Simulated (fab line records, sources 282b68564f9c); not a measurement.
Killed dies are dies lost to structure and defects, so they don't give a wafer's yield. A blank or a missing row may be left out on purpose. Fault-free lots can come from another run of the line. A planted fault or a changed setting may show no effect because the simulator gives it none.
A lot that was struck, set against a sound lot	flow rit_cmos	45 steps out of a route of 202
Sound: wafers L297.2, L297.3, L297.6. The struck wafers were L314.2, L314.4, L314.5. The cause is given at the end.
For every step that has rows: the tool of each side, followed by ch and its chambers, followed by its first start. Under that, the readings that differ: sound wafers	struck wafers	difference of the means	sigmas: that difference in standard deviations of wafers without a fault.
alike: words and numbers the same on both sides, and readings whose means are apart by under 2 such deviations; not compared: readings that were withheld, readings missing a value for some wafer, numbers with overlapping values and no deviation given by the record, and bounds like >300 which may hide the same value.
Wherever a step has rows on one side only, a row that says differs or no value, or a row with sigmas, the two part there. Non-overlapping numbers with no deviation appear without sigmas and do not part them. Lack of a reading on every wafer of one side parts them only where that side has two or more wafers.

first, 1 step without rows for these wafers: RIT_ACTIVE_DEVELOP_10 (develop time 50 s).
RIT_ACTIVE_CD_MEAS_11: target cd 1400 nm.
  struck on cd_sem-01, day 6 00:46; sound on cd_sem-01, day 2 12:02
  alike: cd_nm
then, 1 step without rows for these wafers: RIT_ACTIVE_HARDBAKE_12 (time 60 s).
RIT_ACTIVE_ETCH_13: etches Si3N4 in SF6, stops on SiO2, time 210 s, target depth 210 nm.
  sound on rie_diel-01 ch 1,2, day 2 12:29; struck on rie_diel-01 ch 0,3, day 6 01:01
reading	sound	struck	difference	sigmas
oes_product_au (a.u.)	0.789 0.797 0.806	0.828 0.817 0.825	+0.026	+2
  alike: chamber_pressure_mTorr, drypump_motor_current_A, throttle_valve_pct
  not compared: rf_hours_counter_h
RIT_ACTIVE_STRIP_14: strips in O2, time 180 s.
  sound on plasma_asher-04 ch 0, day 2 12:37; struck on plasma_asher-01 ch 0,1, day 6 01:09
reading	sound	struck	difference	sigmas
chamber_pressure_mTorr (mTorr)	3993 3994 3998	4001 4003 4001	+7	+2
  alike: drypump_motor_current_A
  not compared: rf_hours_counter_h
RIT_ACTIVE_CD_MEAS_90: target cd 1400 nm.
  struck on cd_sem-02, day 6 01:20; sound on cd_sem-01, day 2 12:48
  alike: cd_nm
then, 4 steps without rows for these wafers: RIT_ACTIVE_CLEAN_15 (cleans in SC1, time 600 s); RIT_ACTIVE_CLEAN_16 (cleans in dHF, time 30 s); RIT_ACTIVE_CLEAN_17 (cleans in SC2, time 600 s); RIT_FOX1_OXIDATION_00 (target thk 350.7 nm, ox time 1130 s).
RIT_FOX1_THK_MEAS_01:
  struck on film_metro-02, day 6 06:07; sound on film_metro-01, day 2 14:49
  alike: FOX1_OXIDE_THK
then, 1 step without rows for these wafers: RIT_FOX1_WET_ETCH_02 (etches SiO2 in BOE, target depth 350 nm, time 390 s).
RIT_FOX2_OXIDATION_00: target thk 350.7 nm, ox time 1130 s.
  sound on furnace-01 ch 0, day 2 14:59; struck on furnace-03 ch 0, day 6 09:37
reading	sound	struck	difference	sigmas
spike_tc_centre_C (C)	1102.7 1101.4 1101.7	1181.4 1183.8 1183.5	+81.0	+62
spike_tc_load_C (C)	1125.2 1126.9 1125.2	1203.6 1206.5 1205.7	+79.5	+35
spike_tc_source_C (C)	1128.5 1126.0 1126.3	1206.3 1206.2 1207.4	+79.7	+36
tube_center_temp_C (C)	1099.8 1100 1100	1178.7 1178.6 1178.8	+78.8	+99 or more
tube_center_temp_C_max	1104.5 1102.1 1102.6	1181.5 1181.3 1181.8	+78.5	+99 or more
zone_power_load_pct (%)	36 36 35	54 54 54	+18	+5
model.SiO2_of_FOX2_OXIDATION_00.thk_nm (nm)	353.3 356.3 354.2	469 473 467.1	+115	
model.Si3N4_of_ACTIVE_CVD_03.thk_nm (nm)	129.8 130 130.6	127.3 128.3 128.4	-2.1	
RIT_FOX2_THK_MEAS_01:
  struck on film_metro-03, day 6 10:56; sound on film_metro-03, day 2 16:19
reading	sound	struck	difference	sigmas
FOX2_OXIDE_THK (nm)	353 356 354	469 473 467	+115	+17
RIT_FOX2_CLEAN_02: cleans in dHF, time 180 s.
  sound on wet_bench-02 ch 1, day 2 16:22; struck on wet_bench-04 ch 0, day 6 10:59
reading	sound	struck	difference	sigmas
model.Si3N4_of_ACTIVE_CVD_03.thk_nm (nm)	129.3 129.5 130.2	126.9 127.9 128	-2.1	
then, 1 step without rows for these wafers: RIT_FOX2_WET_ETCH_03 (etches Si3N4 in H3PO4, target depth 195 nm, time 2700 s).
RIT_FOX2_THK_MEAS_90:
  struck on film_metro-04, day 6 11:49; sound on film_metro-03, day 2 17:11
reading	sound	struck	difference	sigmas
FIELD_OXIDE_LEFT_1_THK (nm)	326 329 327	441 446 440	+115	+17
then, 6 steps without rows for these wafers: RIT_NWELL_HMDS_00 (prime time 60 s); RIT_NWELL_COAT_01 (resist thk 1300 nm); RIT_NWELL_SOFTBAKE_02 (time 60 s); RIT_NWELL_EXPOSE_03 (exposes mask M2, target cd 43900 nm); RIT_NWELL_PEB_04; RIT_NWELL_DEVELOP_05 (develop time 68 s).
RIT_NWELL_OVL_MEAS_06:
  struck on overlay-01, day 6 12:46; sound on overlay-01, day 2 18:14
  alike: NWELL_OVL
then, 2 steps without rows for these wafers: RIT_NWELL_HARDBAKE_07 (time 120 s); RIT_NWELL_IMPLANT_08.
RIT_NWELL_STRIP_09: strips in O2, time 180 s.
  sound on plasma_asher-01 ch 0, day 2 18:40; struck on plasma_asher-04 ch 0,1, day 6 13:11
  alike: chamber_pressure_mTorr, drypump_motor_current_A
  not compared: rf_hours_counter_h
RIT_NWELL_TW_MEAS_10:
  struck on film_metro-03, day 6 13:22; sound on film_metro-01, day 2 18:52
  alike: NWELL_TW
then, 6 steps without rows for these wafers: RIT_PWELL_HMDS_00 (prime time 60 s); RIT_PWELL_COAT_01 (resist thk 1300 nm); RIT_PWELL_SOFTBAKE_02 (time 60 s); RIT_PWELL_EXPOSE_03 (exposes mask M3, target cd 43700 nm); RIT_PWELL_PEB_04; RIT_PWELL_DEVELOP_05 (develop time 68 s).
RIT_PWELL_OVL_MEAS_06:
  struck on overlay-02, day 6 14:19; sound on overlay-01, day 2 19:55
  alike: PWELL_OVL
then, 2 steps without rows for these wafers: RIT_PWELL_HARDBAKE_07 (time 120 s); RIT_PWELL_IMPLANT_08.
RIT_PWELL_STRIP_09: strips in O2, time 180 s.
  sound on plasma_asher-01 ch 0,1, day 2 20:21; struck on plasma_asher-03 ch 0, day 6 14:44
  alike: chamber_pressure_mTorr, drypump_motor_current_A
  not compared: rf_hours_counter_h
RIT_PWELL_TW_MEAS_10:
  struck on film_metro-01, day 6 14:55; sound on film_metro-01, day 2 20:32
  alike: PWELL_TW
then, 1 step without rows for these wafers: RIT_WELLDRIVE_ANNEAL_00 (time 14700 s).
RIT_WELLDRIVE_RS_MEAS_01: the measuring method here is four-point-probe.
  struck on film_metro-01, day 7 00:13; sound on film_metro-03, day 3 01:41
  alike: NWELL_RS
RIT_WELLDRIVE_RS_MEAS_02: the measuring method here is four-point-probe.
  struck on film_metro-01, day 7 00:20; sound on film_metro-03, day 3 01:49
  alike: PWELL_RS
RIT_FOX2_THK_MEAS_91:
  struck on film_metro-03, day 7 04:06; sound on film_metro-02, day 3 05:28
reading	sound	struck	difference	sigmas
FIELD_OXIDE_LEFT_2_THK (nm)	258 261 259	374 379 372	+116	+16
RIT_SILICIDE_WET_ETCH_00: etches SiO2 in BOE, target depth 14 nm, time 15 s.
  sound on wet_bench-03 ch 1, day 3 22:59; struck on wet_bench-04 ch 1, day 8 14:25
reading	sound	struck	difference	sigmas
model.SiO2_of_FOX2_OXIDATION_00.thk_nm (nm)	152.9 156.1 153.8	270.7 273.9 268.6	+116.8	
  alike: temp_c
RIT_M1_PROBE_99:
  struck on prober-01, day 8 21:23; sound on prober-02, day 4 05:51
reading	sound	struck	difference	sigmas
killed_at_M0_to_M3	0 1 0	0 0 0	+0	-4
model.etest.pldd.width_nm (nm)	3152 3124 3147	2954 2973 2968	-176	
model.etest.nldd.width_nm (nm)	3146 3134 3132	2962 2948 2956	-182	
model.etest.nplus_sal.width_nm (nm)	3430 3418 3433	3335 3341 3332	-91	
model.etest.pplus_sal.width_nm (nm)	3417 3422 3442	3305 3340 3314	-107	
model.etest.pwell.rs_ohm_sq	425.4 422.4 418	477.8 484.3 480.3	+58.9	
model.etest.nmos_narrow.drive_ua_um	215.9 221.9 221.6	178.5 178.8 179.7	-40.8	
model.etest.pmos_narrow.drive_ua_um	98.7 98.21 98.41	78.71 79.64 79.26	-19.24	
model.etest.field_n.vt_v (V)	35.15 35.59 35.35	47.52 47.88 47.42	+12.24	
  alike: killed_at_contacts, killed_at_front_end, killed_dies, killed_open, killed_short

== WHERE THEY PART ==
Last at RIT_M1_PROBE_99 as far as this record goes, first at RIT_ACTIVE_ETCH_13.

WHY: the cause the simulator had injected
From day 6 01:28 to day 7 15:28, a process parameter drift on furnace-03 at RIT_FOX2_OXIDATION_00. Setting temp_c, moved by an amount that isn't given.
